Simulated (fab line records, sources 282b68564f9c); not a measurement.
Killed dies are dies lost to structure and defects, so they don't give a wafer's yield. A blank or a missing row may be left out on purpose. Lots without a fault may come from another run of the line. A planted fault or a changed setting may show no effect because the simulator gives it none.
fab line records | flow rit_cmos
record lots=5 wafers=15 last_day=8
route steps=202 shown CONTACT@172 M1@184
lots that met no fault: from a run of the same line without faults
start_h: hours from the record's first day to the start of the lot's first wafer shown | wait_h: hours since the lot's step before | " the same as in the row above | L1.1+2: a row that stands for several wafers | - no value, or no start given | * or withheld: withheld | < > ~ a bound
route shown NAME@n: a module of which the file shows steps, and the number in the route of the first | usual: mean/standard deviation of fault-free wafers | same: alike in all rows | chamber/n: place in a boat | sites: the reading at each site | _std_site: their standard deviation | _edge_site: outer sites' mean less inner sites' | radius_mm: how far each site lies from the wafer's centre | mask NAME#n: copy n | behind: the tool/chamber that last shaped the wafer | hold: why the lot was held/for how many hours/how that ended | device: the transistor (n, p or np) that didn't switch | end of line: the same wafers' tests at the end of the route | a step without rows: its recipe alone | killed: dies lost to structure and defects at the first sort, not the wafer's yield | map: a wafer's dies, x killed, . not, _ none there
set.NAME: the setting as run; set.NAME@STEP: as run at that earlier step | model.NAME: the simulator's own value behind a step, which no gauge read
lots at some steps of the route; a table a step, a row a wafer
services: from which hour (start_h, from the record's first day; less than 0 if before it) a tool's chamber was out of use, for how many hours, and why
## steps
# step RIT_CONTACT_SOFTBAKE_04
# recipe resist=NOVOLAK temp_c=90 time_s=60
# step RIT_CONTACT_EXPOSE_05
# recipe mask_id=M11 na=0.6 source_shape=conventional sigma_outer=0.5 target_cd_nm=1000 dose_mj=250
# step RIT_CONTACT_PEB_06
# recipe resist=NOVOLAK temp_c=withheld time_s=withheld
# step RIT_CONTACT_DEVELOP_07
# recipe resist=NOVOLAK develop_time_s=120 dev_temp_c=23
# step RIT_CONTACT_CD_MEAS_08
# recipe target_cd_nm=1000
# usual cd_nm=999.5/2.2
# columns lot.wafer tool chamber start_h wait_h cd_nm
L962.1 cd_sem-02 - 111.60 - 999.5
L962.2 " - " " 1000.6
L962.5 " - " " 1002.2
L964.1 cd_sem-02 - 113.41 - 999.3
L964.4 " - " " 1003.8
L964.5 " - " " 1004.1
L966.1 cd_sem-02 - 122.58 - 1000.6
L966.3 " - " " 1000.3
L966.4 " - " " 998.0
L969.1 cd_sem-02 - 136.92 - 1001.1
L969.3 " - " " 1001.6
L969.5 " - " " 1002.1
L976.3 cd_sem-02 - 176.51 - 1001.4
L976.4 " - " " 999.8
L976.5 " - " " 998.0
# step RIT_CONTACT_OVL_MEAS_09
# usual CONTACT_OVL=-0.2/1.5
# columns lot.wafer tool chamber start_h wait_h CONTACT_OVL[nm]
L962.1 overlay-02 - 111.72 0.1 -0.7
L962.2 " - " " 1.5
L962.5 " - " " 1.4
L964.1 overlay-02 - 113.53 0.1 1.5
L964.4 " - " " 1.2
L964.5 " - " " 1.6
L966.1 overlay-01 - 122.70 0.1 -2.6
L966.3 " - " " -1.9
L966.4 " - " " -2.0
L969.1 overlay-01 - 137.04 0.1 -1.4
L969.3 " - " " -2.0
L969.5 " - " " -0.8
L976.3 overlay-01 - 176.61 0.1 0.3
L976.4 " - " " -2.2
L976.5 " - " " -1.2
# step RIT_CONTACT_HARDBAKE_10
# recipe resist=NOVOLAK temp_c=140 time_s=60
# step RIT_CONTACT_ETCH_11
# recipe target_depth_a=4800 over_etch_frac=0.2 stop_on=TiSi2 chemistry=CHF3/CF4/Ar target=SiO2 CHF3_flow_sccm=50 cf4_flow_sccm=10 Ar_flow_sccm=100 O2_flow_sccm=5 pressure_mtorr=100 rf_w=200 time_s=320
# usual drypump_motor_current_A=6.0/0.49 mfc_ar_sccm=100.0/0.32 oes_product_au=0.991/0.016 throttle_valve_pct=8.93/0.13
# columns lot.wafer tool chamber start_h wait_h drypump_motor_current_A mfc_ar_sccm oes_product_au rf_hours_counter_h throttle_valve_pct
L962.1 rie_diel-02 3 111.91 0.1 6.1 99.7 1.018 106 8.97
L962.2 " 1 " " 6.1 100.3 1.011 152 8.75
L962.5 " 2 " " 5.3 100.1 0.998 - 9.04
L964.1 rie_diel-04 2 113.72 0.1 6.6 100.5 1.011 31 8.79
L964.4 " 1 " " 6.7 100.1 0.980 - 8.84
L964.5 " 3 " " 5.5 100.1 0.963 - 8.80
L966.1 rie_diel-03 1 122.88 0.1 6.2 100.0 0.991 53 8.91
L966.3 " 3 " " 6.4 100.1 0.994 111 8.92
L966.4 " 2 " " 5.4 99.7 0.979 - 9.18
L969.1 rie_diel-04 1 137.22 0.1 6.7 99.7 0.977 67 8.86
L969.3 " 0 " " 5.7 100.3 1.002 0 8.93
L969.5 " 2 " " 6.6 100.1 1.006 - 8.79
L976.3 rie_diel-03 2 176.78 0.1 5.4 99.4 0.972 6 9.19
L976.4 " 0 " " 6.5 100.1 0.991 - 9.05
L976.5 " 3 " " 6.4 99.8 0.988 - 8.93
# step RIT_CONTACT_STRIP_12
# recipe chemistry=O2 time_s=180 resist=NOVOLAK platen_temp_c=withheld power_w=500 pressure_mtorr=4000 o2_flow_sccm=4000
# usual drypump_motor_current_A=5.8/0.31
# columns lot.wafer tool chamber start_h wait_h drypump_motor_current_A rf_hours_counter_h
L962.1 plasma_asher-02 1 112.10 0.1 5.9 48
L962.2 " 0 " " 6.2 48
L962.5 " 1 " " 5.9 -
L964.1 plasma_asher-03 0 113.91 0.1 6.0 33
L964.4 " 0 " " 6.0 -
L964.5 " 1 " " 5.3 -
L966.1 plasma_asher-04 1 123.08 0.1 5.6 47
L966.3 " 1 " " 5.6 -
L966.4 " 0 " " 5.4 -
L969.1 plasma_asher-02 0 137.42 0.1 6.1 51
L969.3 " 0 " " 6.1 -
L969.5 " 0 " " 6.2 -
L976.3 plasma_asher-02 1 177.03 0.2 5.9 -
L976.4 " 0 " " 6.1 -
L976.5 " 0 " " 6.2 -
# step RIT_CONTACT_CD_MEAS_90
# recipe target_cd_nm=1000
# usual cd_nm=999.4/2.1
# columns lot.wafer tool chamber start_h wait_h cd_nm
L962.1 cd_sem-01 - 112.28 0.1 999.7
L962.2 " - " " 1000.1
L962.5 " - " " 1001.8
L964.1 cd_sem-02 - 114.09 0.1 999.5
L964.4 " - " " 1003.2
L964.5 " - " " 1004.0
L966.1 cd_sem-02 - 123.25 0.1 1000.5
L966.3 " - " " 999.7
L966.4 " - " " 997.7
L969.1 cd_sem-02 - 137.59 0.1 1000.9
L969.3 " - " " 1001.8
L969.5 " - " " 1002.2
L976.3 cd_sem-02 - 177.19 0.1 1001.1
L976.4 " - " " 999.5
L976.5 " - " " 997.7
# step RIT_CONTACT_CLEAN_13
# recipe chemistry=SC1 mix=3:3:50 time_s=600 temp_c=75
# step RIT_CONTACT_CLEAN_14
# recipe chemistry=SC2 mix=3:3:50 time_s=600 temp_c=75 dry=n2_spin
# step RIT_M1_SPUTTER_00
# recipe material=Al target_thk_nm=400 power_w=2000 chamber_pressure_pa=0.4 gas=Ar time_s=500 substrate_temp_c=25
# usual chamber_pressure_pa=0.4000/0.00081 throttle_valve_pct=30.3/0.74
# columns lot.wafer tool chamber start_h wait_h chamber_pressure_pa throttle_valve_pct model.Al_of_M1_SPUTTER_00.thk_nm
L962.1 pvd_sputter-02 - 112.78 0.0 0.3998 31.0 403.4
L962.2 " - " " 0.4003 31.4 403.7
L962.5 " - " " 0.4012 29.5 407.7
L964.1 pvd_sputter-03 - 114.59 0.0 0.4011 28.9 400.3
L964.4 " - " " 0.4003 29.0 401.3
L964.5 " - " " 0.4006 31.0 401.7
L966.1 pvd_sputter-01 - 123.75 0.0 0.4004 30.3 399.5
L966.3 " - " " 0.4009 29.9 403.6
L966.4 " - " " 0.3994 30.5 396.3
L969.1 pvd_sputter-02 - 138.06 0.0 0.4306 30.0 391.4
L969.3 " - " " 0.4005 31.3 398.9
L969.5 " - " " 0.3998 31.6 400.5
L976.3 pvd_sputter-03 - 177.63 0.0 0.4000 28.6 398.5
L976.4 " - " " 0.4000 30.2 403.9
L976.5 " - " " 0.3993 30.8 398.1
# step RIT_M1_RS_MEAS_01
# recipe thk_meas_gauge=four-point-probe reads=Al_of_M1_SPUTTER_00
# usual M1_AL_RS=0.0735/0.00066
# columns lot.wafer tool chamber start_h wait_h M1_AL_RS[ohm/sq]
L962.1 film_metro-02 - 113.08 0.1 0.0727
L962.2 " - " " 0.0729
L962.5 " - " " 0.0719
L964.1 film_metro-03 - 114.88 0.1 0.0733
L964.4 " - " " 0.0731
L964.5 " - " " 0.0730
L966.1 film_metro-03 - 124.05 0.1 0.0734
L966.3 " - " " 0.0726
L966.4 " - " " 0.0740
L969.1 film_metro-02 - 138.36 0.1 0.0756
L969.3 " - " " 0.0736
L969.5 " - " " 0.0733
L976.3 film_metro-02 - 177.97 0.2 0.0736
L976.4 " - " " 0.0725
L976.5 " - " " 0.0738
# step RIT_M1_THK_MEAS_02
# recipe thk_meas_gauge=xrf reads=Al_of_M1_SPUTTER_00
# usual M1_AL_THK=399/3.7
# columns lot.wafer tool chamber start_h wait_h M1_AL_THK[nm]
L962.1 film_metro-02 - 113.20 0.1 403
L962.2 " - " " 401
L962.5 " - " " 408
L964.1 film_metro-03 - 115.00 0.1 397
L964.4 " - " " 397
L964.5 " - " " 399
L966.1 film_metro-03 - 124.17 0.1 395
L966.3 " - " " 400
L966.4 " - " " 394
L969.1 film_metro-02 - 138.48 0.1 391
L969.3 " - " " 399
L969.5 " - " " 400
L976.3 film_metro-02 - 178.07 0.1 397
L976.4 " - " " 402
L976.5 " - " " 397
# step RIT_M1_HMDS_03
# recipe prime_time_s=60 prime_temp_c=140
# step RIT_M1_COAT_04
# recipe resist=NOVOLAK spin_rpm=2000 resist_thk_nm=1300
# step RIT_M1_SOFTBAKE_05
# recipe resist=NOVOLAK temp_c=90 time_s=60
# step RIT_M1_EXPOSE_06
# recipe mask_id=M12 na=0.6 source_shape=conventional sigma_outer=0.5 target_cd_nm=2600 dose_mj=250
# step RIT_M1_PEB_07
# recipe resist=NOVOLAK temp_c=withheld time_s=withheld
# step RIT_M1_DEVELOP_08
# recipe resist=NOVOLAK develop_time_s=68 dev_temp_c=23
# step RIT_M1_CD_MEAS_09
# recipe target_cd_nm=2600
# usual cd_nm=2601.0/2.7
# columns lot.wafer tool chamber start_h wait_h cd_nm
L962.1 cd_sem-01 - 114.36 - 2604.0
L962.2 " - " " 2601.0
L962.5 " - " " 2600.2
L964.1 cd_sem-01 - 115.94 - 2596.3
L964.4 " - " " 2596.7
L964.5 " - " " 2594.3
L966.1 cd_sem-02 - 125.34 - 2598.9
L966.3 " - " " 2598.0
L966.4 " - " " 2599.5
L969.1 cd_sem-02 - 139.42 - 2599.9
L969.3 " - " " 2600.6
L969.5 " - " " 2599.9
L976.3 cd_sem-01 - 179.43 - 2603.2
L976.4 " - " " 2602.6
L976.5 " - " " 2603.9
# step RIT_M1_OVL_MEAS_10
# usual M1_OVL=0.2/1.2
# columns lot.wafer tool chamber start_h wait_h M1_OVL[nm]
L962.1 overlay-01 - 114.48 0.1 2.5
L962.2 " - " " 0.7
L962.5 " - " " -0.1
L964.1 overlay-01 - 116.06 0.1 0.5
L964.4 " - " " 0.0
L964.5 " - " " -0.9
L966.1 overlay-01 - 125.46 0.1 0.6
L966.3 " - " " 0.2
L966.4 " - " " 0.4
L969.1 overlay-02 - 139.54 0.1 -0.1
L969.3 " - " " -0.3
L969.5 " - " " 0.2
L976.3 overlay-02 - 179.52 0.1 0.5
L976.4 " - " " -0.3
L976.5 " - " " 0.8
# step RIT_M1_HARDBAKE_11
# recipe resist=NOVOLAK temp_c=140 time_s=120
# step RIT_M1_METAL_ETCH_12
# recipe stop_on=SiO2 chemistry=Cl2/BCl3 target=Al time_s=165 over_etch_frac=0.5 pressure_mtorr=100 target_depth_a=6000 rf_w=250 Cl2_flow_sccm=60 bcl3_flow_sccm=50
# usual drypump_motor_current_A=5.9/0.47 oes_product_au=0.774/0.011 throttle_valve_pct=8.24/0.14
# columns lot.wafer tool chamber start_h wait_h drypump_motor_current_A oes_product_au rf_hours_counter_h throttle_valve_pct model.etch.depth_nm model.M1.feature_depth_nm
L962.1 rie_metal-01 1 114.81 0.2 6.7 0.789 34 8.32 403.4 436.2
L962.2 " 0 " " 5.9 0.793 38 8.43 403.7 436.8
L962.5 " 0 " " 5.9 0.798 - 8.40 407.7 440.9
L964.1 rie_metal-02 1 116.35 0.2 6.2 0.768 3 8.13 400.3 433.2
L964.4 " 1 " " 6.2 0.782 - 8.15 401.3 434.1
L964.5 " 0 " " 5.3 0.781 - 8.41 401.7 435.1
L966.1 rie_metal-01 1 125.75 0.2 6.7 0.788 35 8.30 399.5 431.9
L966.3 " 0 " " 5.9 0.791 - 8.41 403.6 436.5
L966.4 " 1 " " 6.7 0.789 - 8.32 396.3 428.7
L969.1 rie_metal-02 0 140.00 0.2 5.3 0.762 3 8.38 391.4 424.6
L969.3 " 1 " " 6.2 0.776 - 8.13 398.9 431.7
L969.5 " 0 " " 5.3 0.776 - 8.39 400.5 434
L976.3 rie_metal-04 1 179.90 0.2 5.3 0.767 - 8.05 398.5 430.4
L976.4 " 1 " " 5.3 0.764 - 8.05 403.9 436.4
L976.5 " 1 " " 5.4 0.764 - 8.06 398.1 430.3
# step RIT_M1_STRIP_13
# recipe chemistry=nmp resist=NOVOLAK temp_c=80 time_s=600 dry=n2_spin
# step RIT_M1_PROBE_99
# usual defect_limited_yield=97.5/1.2 killed_at_contacts=0.1/0.32 killed_at_front_end=6/3.1 killed_dies=7/3.2 killed_open=3.1/1.9 killed_short=3.5/2.2 sort_bin_3_pad_short=0.2/0.24 sort_bin_5_function=1.5/0.86 sort_bin_6_memory=0.9/0.59 sort_n_pass=257/3.2 sort_yield_pct=97.5/1.2
# same gross_dies=264 killed_at_M0_to_M3=0 killed_at_M4_up=0 killed_at_back_side=0 killed_at_other=0
# columns lot.wafer tool chamber start_h wait_h defect_limited_yield[%] killed_at_contacts killed_at_front_end killed_dies killed_open killed_short sort_bin_3_pad_short[%] sort_bin_5_function[%] sort_bin_6_memory[%] sort_n_pass sort_yield_pct[%] model.etest.m1.rs_ohm_sq
L964.1 prober-01 - 118.81 0.1 96.6 0 9 9 3 6 0.4 1.9 1.1 255 96.6 0.07241
L964.4 prober-01 - 118.96 0.2 98.9 0 3 3 1 2 0 0.4 0.8 261 98.9 0.07212
L964.5 prober-01 - 119.01 0.2 96.6 0 9 9 4 5 0.4 1.5 1.5 255 96.6 0.07199
L966.1 prober-01 - 128.00 0.1 96.2 0 10 10 5 5 0 2.7 1.1 254 96.2 0.07245
L966.3 prober-01 - 128.10 0.2 98.1 0 5 5 2 3 0 1.1 0.8 259 98.1 0.07125
L966.4 prober-01 - 128.15 0.2 98.1 0 5 5 3 2 0 1.1 0.8 259 98.1 0.07334
L969.1 prober-02 - 142.25 0.1 98.9 1 2 3 3 0 0 0 1.1 261 98.9 0.0739
L969.3 prober-02 - 142.35 0.2 98.1 0 5 5 2 3 0.4 0 1.5 259 98.1 0.0722
L969.5 prober-02 - 142.45 0.2 95.1 0 13 13 5 8 0 3.8 1.1 251 95.1 0.07267
L976.3 prober-02 - 182.31 0.2 98.1 0 5 5 2 3 0 0.8 1.1 259 98.1 0.07303
L976.4 prober-02 - 182.36 0.2 95.5 0 12 12 5 7 0.8 2.7 1.1 252 95.5 0.07208
L976.5 prober-02 - 182.41 0.2 98.5 0 4 4 1 2 0 1.5 0 260 98.5 0.07286
# killed by level:class
L964.1 GATE:geometric_particle:short=4 GATE:geometric_particle:open=3 REOX:geometric_particle:short=1 SILICIDE:geometric_particle:short=1
L964.4 GATE:geometric_particle:open=1 GATE:geometric_particle:short=1 SILICIDE:geometric_particle:short=1
L964.5 SILICIDE:geometric_particle:short=3 GATE:geometric_particle:open=2 GATE:geometric_particle:short=2 FOX1:geometric_particle:open=1 REOX:geometric_particle:open=1
L966.1 GATE:geometric_particle:short=3 REOX:geometric_particle:open=2 FOX1:geometric_particle:open=1 GATE:geometric_particle:open=1 SILICIDE:geometric_particle:short=1 SILICIDE:geometric_particle:open=1 STARTING-WAFER:geometric_particle:short=1
L966.3 SILICIDE:geometric_particle:short=3 FOX1:geometric_particle:open=1 GATE:geometric_particle:open=1
L966.4 GATE:geometric_particle:open=2 FOX1:geometric_particle:short=1 FOX2:geometric_particle:short=1 SPACER:geometric_particle:open=1
L969.1 GATE:geometric_particle:open=2 CONTACT:geometric_particle:open=1
L969.3 GATE:geometric_particle:open=2 GATE:geometric_particle:short=1 SPACER:geometric_particle:short=1 SILICIDE:geometric_particle:short=1
L969.5 GATE:geometric_particle:short=4 GATE:geometric_particle:open=3 FOX1:geometric_particle:short=1 FOX2:geometric_particle:open=1 FOX2:geometric_particle:short=1 REOX:geometric_particle:open=1 SPACER:geometric_particle:short=1 SILICIDE:geometric_particle:short=1
L976.3 GATE:geometric_particle:open=2 GATE:geometric_particle:short=1 SPACER:geometric_particle:short=1 SILICIDE:geometric_particle:short=1
L976.4 GATE:geometric_particle:open=4 GATE:geometric_particle:short=3 FOX2:geometric_particle:short=2 FOX1:geometric_particle:short=1 REOX:geometric_particle:short=1 SPACER:geometric_particle:open=1
L976.5 SPACER:geometric_particle:short=2 SPACER:geometric_particle:open=1 NLDD:coat_microbubble_printed=1
## services
# columns tool chamber start_h hours kind
plasma_asher-04 - 89.52 2.1 repair
rie_diel-02 - 92.53 0.3 repair
rie_diel-02 2 95.01 11.4 repair
rie_diel-04 0 98.92 - clean
rie_diel-04 0 98.92 19.9 scheduled_down
rie_diel-04 0 98.92 19.9 vent_cycle
rie_diel-03 3 101.35 5.6 repair
rie_diel-03 0 104.54 33.8 repair
rie_diel-03 1 125.62 6.0 repair
rie_diel-03 - 131.92 1.6 repair
rie_diel-03 1 135.44 12.9 repair
rie_metal-01 - 136.12 20.0 pm
rie_metal-01 0 136.12 20.0 vent_cycle
rie_metal-01 1 136.12 20.0 vent_cycle
rie_diel-02 1 136.66 - clean
rie_diel-02 1 136.66 17.9 scheduled_down
rie_diel-02 1 136.66 17.9 vent_cycle
rie_diel-03 - 142.66 0.8 repair
rie_metal-01 0 156.12 - clean
rie_metal-01 1 156.12 - clean
pvd_sputter-02 - 172.59 1.0 repair
plasma_asher-03 - 173.98 4.1 repair
rie_diel-02 3 178.21 2.5 repair
## key
first_sign step=RIT_M1_SPUTTER_00 reading=chamber_pressure_pa direction=up sigmas=38 usual=0.4000 struck=0.4306
effect step=RIT_M1_RS_MEAS_01 reading=M1_AL_RS direction=up sigmas=3.1 usual=0.0735 struck=0.0756
model_effect step=RIT_M1_SPUTTER_00 value=Al_of_M1_SPUTTER_00.thk_nm without=398.9 struck=391.4
model_effect step=RIT_M1_METAL_ETCH_12 value=etch.depth_nm without=398.9 struck=391.4
model_effect step=RIT_M1_PROBE_99 value=etest.m1.rs_ohm_sq without=0.07251 struck=0.0739
met_at RIT_M1_SPUTTER_00
struck_wafers L969.1
onset_between 112.78 138.06
fault kind=process_parameter_drift tool=pvd_sputter-02 chamber=- onset_h=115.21 steps=RIT_M1_SPUTTER_00 channel=chamber_pressure_pa offset=0.031843 shape=step end_h=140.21 stated=0.4 scope=struck_wafers_only
